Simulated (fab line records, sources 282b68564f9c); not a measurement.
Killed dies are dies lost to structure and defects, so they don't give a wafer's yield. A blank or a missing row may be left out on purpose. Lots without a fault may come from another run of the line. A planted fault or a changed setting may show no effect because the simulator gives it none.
Which tool did it? | flow rit_cmos | 7 lots, 21 wafers sampled, at 2 steps of a route of 202

WHAT THE GAUGES READ, wafer by wafer
RIT_GATE_THK_MEAS_07.
lot  | measured    | on            | GATE_OXIDE_THK (nm)
L420 | day 3 01:04 | film_metro-02 | 2.99 3.00 2.94
L423 | day 3 16:10 | film_metro-01 | 3.05 2.98 2.98
L426 | day 4 06:54 | film_metro-01 | 3.10 2.98 3.06
L428 | day 4 13:33 | film_metro-01 | 3.16 3.11 3.17
L430 | day 5 01:53 | film_metro-04 | 2.93 2.98 3.00
L432 | day 5 07:23 | film_metro-01 | 3.08 3.11 3.11
L441 | day 7 07:06 | film_metro-04 | 3.03 3.05 3.08

WHICH TOOL RAN EACH LOT (tool, then ch and the chambers of the sampled wafers, then the start)
lot  | RIT_GATE_OXIDATION_05
L420 | furnace-01 ch 0, day 2 23:44
L423 | furnace-01 ch 0, day 3 14:31
L426 | furnace-03 ch 0, day 4 03:58
L428 | furnace-04 ch 0, day 4 11:45
L430 | furnace-01 ch 0, day 4 22:36
L432 | furnace-01 ch 0, day 5 06:03
L441 | furnace-04 ch 0, day 7 04:28
- RIT_GATE_OXIDATION_05: target thk 3 nm, ox time 270 s.

THE ANSWER, worked out from the rows above alone
Rule: what is usual is taken from the lots themselves. Put in order of their means at a reading, lots are off if they are a third of the lots or fewer, leave a main group of 4 or more, and stand apart from it by a gap of 3 or more times the standard deviation of the main group's means; of several such gaps the widest counts. A main group whose means are all the same, to the digits that the tables above print for the reading, isn't used. A lot without any number at a reading at which 4 lots or more have one is off too. The other lots that the step has rows for count as sound.
No lot is off at any reading shown: from this, nothing can be told.

WHAT THE SIMULATOR HAD PUT IN
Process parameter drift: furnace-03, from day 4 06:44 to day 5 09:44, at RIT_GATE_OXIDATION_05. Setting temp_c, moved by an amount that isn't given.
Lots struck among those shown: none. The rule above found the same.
